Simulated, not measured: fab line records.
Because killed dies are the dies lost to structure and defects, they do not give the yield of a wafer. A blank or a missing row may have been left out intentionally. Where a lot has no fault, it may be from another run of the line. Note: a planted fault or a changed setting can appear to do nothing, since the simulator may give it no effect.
A struck lot beside a sound one || flow berkeleyCmos170 || 15 out of 331 route steps
Sound: the wafers L749.1, L749.4, L749.6. Struck: wafer L740.4 (left out: L740.2, L740.3 of the same lot, which were not struck); the cause appears at the end.
At each step with rows: each side's tool, then ch and its chambers, then its first start. Under that, the readings that differ: sound wafers || struck wafers || difference of the means || sigmas: that difference in standard deviations of wafers without a fault.
alike: same words and numbers on both sides, and readings whose means sit less than 2 such deviations apart. not compared: any withheld reading, any reading some wafer has no value for, any bound like >300 that may hide the same value, and any number with overlapping values for which the record gives no deviation.
Wherever a step has rows on one side only, a row that says differs or no value, or a row with sigmas, the two part there. Numbers that have no deviation but don't overlap get no sigmas and don't part them. A reading missing from all wafers of one side parts the sides only when that side holds two or more wafers.

first, 1 step without rows for these wafers: UCB170_CONTACT_SOFTBAKE_05 (time 60 s).
UCB170_CONTACT_STRIP_06: strips in O2.
  sound on plasmaAsher-04 ch 0,1, day 11 22:19; struck on plasmaAsher-02 ch 0, day 10 04:50
{"reading": "drypumpMotorCurrentA (A)", "sound": "5.3 5.3 5.5", "struck": 6.4, "difference": "+1.0", "sigmas": "+3"}
  alike: o2FlowSccm, oesProductAu, stripTimeToEndpointS
  not compared: rfHoursCounterH
then, 1 step without rows for these wafers: UCB170_CONTACT_CLEAN_07 (cleans in SPM, time 600 s).
UCB170_CONTACT_RTA_08: time 10 s.
  sound on rtpAnneal-01 ch 0, day 11 22:36; struck on rtpAnneal-01 ch 0, day 10 05:19
  alike: annealTempCMax, chamberO2Ppm, lampPowerPct, wafer_temp_C_max
then, 6 steps without rows for these wafers: UCB170_CONTACT_COAT_09; UCB170_CONTACT_COAT_10 (resist thk 900 nm); UCB170_CONTACT_SOFTBAKE_11 (time 60 s); UCB170_CONTACT_EXPOSE_12 (exposes mask CONT, target cd 700 nm); UCB170_CONTACT_PEB_13; UCB170_CONTACT_DEVELOP_14 (develop time 45 s).
UCB170_CONTACT_CD_MEAS_15 targets a cd of 700 nm.
  sound on cdSem-01 at day 11 23:31; struck on cdSem-02 at day 10 06:14
  alike: cdNm
UCB170_CONTACT_OVL_MEAS_16:
  sound on overlay-01 at day 11 23:38; struck on overlay-02 at day 10 06:20
  alike: CONTACT_OVL
UCB170_CONTACT_ETCH_17: etches BARC in N2/H2.
  sound on rieDiel-03 ch 1,3, day 11 23:40; struck on rieDiel-04 ch 2, day 10 06:22
{"reading": "chamberPressureMTorr (mTorr)", "sound": "29.993 29.986 30.008", "struck": 44.958, "difference": "+14.962", "sigmas": "+99 or more"}
{"reading": "h2FlowSccm (sccm)", "sound": "200.2 199.9 199.9", "struck": 198.8, "difference": -1.2, "sigmas": -2}
{"reading": "oesProductAu (a.u.)", "sound": "1.022 1.012 1.003", "struck": 0.931, "difference": -0.081, "sigmas": -3}
  alike: drypumpMotorCurrentA, throttleValvePct
UCB170_CONTACT_ETCH_18: etches PSG in CHF3/CF4/Ar, stops on TiSi2, target depth 840 nm, time 195 s.
  sound: rieDiel-03 ch 1,3; struck: rieDiel-04 ch 2
{"reading": "oesProductAu (a.u.)", "sound": "0.905 0.909 0.910", "struck": 0.845, "difference": -0.063, "sigmas": -3}
  alike: chamberPressureMTorr, drypumpMotorCurrentA, throttleValvePct
  not compared: rfHoursCounterH
UCB170_M3_PROBE_99:
  only the struck wafers here have rows in the record (prober-01, day 11 02:11); the sound ones have none

## WHERE THEY PART
First at UCB170_CONTACT_STRIP_06; last, within this record, at UCB170_M3_PROBE_99.

WHY: what the simulator had put in
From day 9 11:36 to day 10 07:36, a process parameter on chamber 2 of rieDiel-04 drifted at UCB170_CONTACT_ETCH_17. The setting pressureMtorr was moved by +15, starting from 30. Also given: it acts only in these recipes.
